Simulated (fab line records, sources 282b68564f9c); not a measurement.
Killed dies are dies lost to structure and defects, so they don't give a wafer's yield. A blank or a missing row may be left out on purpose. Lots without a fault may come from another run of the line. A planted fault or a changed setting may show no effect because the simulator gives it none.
Which tool did it? | flow rit_cmos | 7 lots, 21 wafers sampled, at 2 steps of a route of 202

WHAT THE GAUGES READ, wafer by wafer
RIT_M1_RS_MEAS_01: measures by four-point-probe.
lot  | measured    | on            | M1_AL_RS (ohm/sq)
L763 | day 4 00:16 | film_metro-02 | 0.0731 0.0744 0.0731
L765 | day 4 08:53 | film_metro-02 | 0.0739 0.0738 0.0740
L769 | day 5 01:35 | film_metro-04 | 0.0722 0.0727 0.0722
L771 | day 5 13:46 | film_metro-04 | 0.0728 0.0723 0.0727
L774 | day 5 23:26 | film_metro-02 | 0.0742 0.0735 0.0766
L779 | day 7 04:37 | film_metro-04 | 0.0745 0.0751 0.0745
L783 | day 7 22:05 | film_metro-01 | 0.0733 0.0728 0.0728

WHICH TOOL RAN EACH LOT (tool, then ch and the chambers of the sampled wafers, then the start)
lot  | RIT_M1_SPUTTER_00
L763 | pvd_sputter-04, day 3 23:58
L765 | pvd_sputter-01, day 4 08:35
L769 | pvd_sputter-04, day 5 01:18
L771 | pvd_sputter-01, day 5 13:26
L774 | pvd_sputter-02, day 5 23:08
L779 | pvd_sputter-04, day 7 04:19
L783 | pvd_sputter-04, day 7 21:47
- RIT_M1_SPUTTER_00: material Al, target thk 400 nm, time 500 s.

THE ANSWER, worked out from the rows above alone
Rule: what is usual is taken from the lots themselves. Put in order of their means at a reading, lots are off if they are a third of the lots or fewer, leave a main group of 4 or more, and stand apart from it by a gap of 3 or more times the standard deviation of the main group's means; of several such gaps the widest counts. A main group whose means are all the same, to the digits that the tables above print for the reading, isn't used. A lot without any number at a reading at which 4 lots or more have one is off too. The other lots that the step has rows for count as sound.
No lot is off at any reading shown: from this, nothing can be told.

WHAT THE SIMULATOR HAD PUT IN
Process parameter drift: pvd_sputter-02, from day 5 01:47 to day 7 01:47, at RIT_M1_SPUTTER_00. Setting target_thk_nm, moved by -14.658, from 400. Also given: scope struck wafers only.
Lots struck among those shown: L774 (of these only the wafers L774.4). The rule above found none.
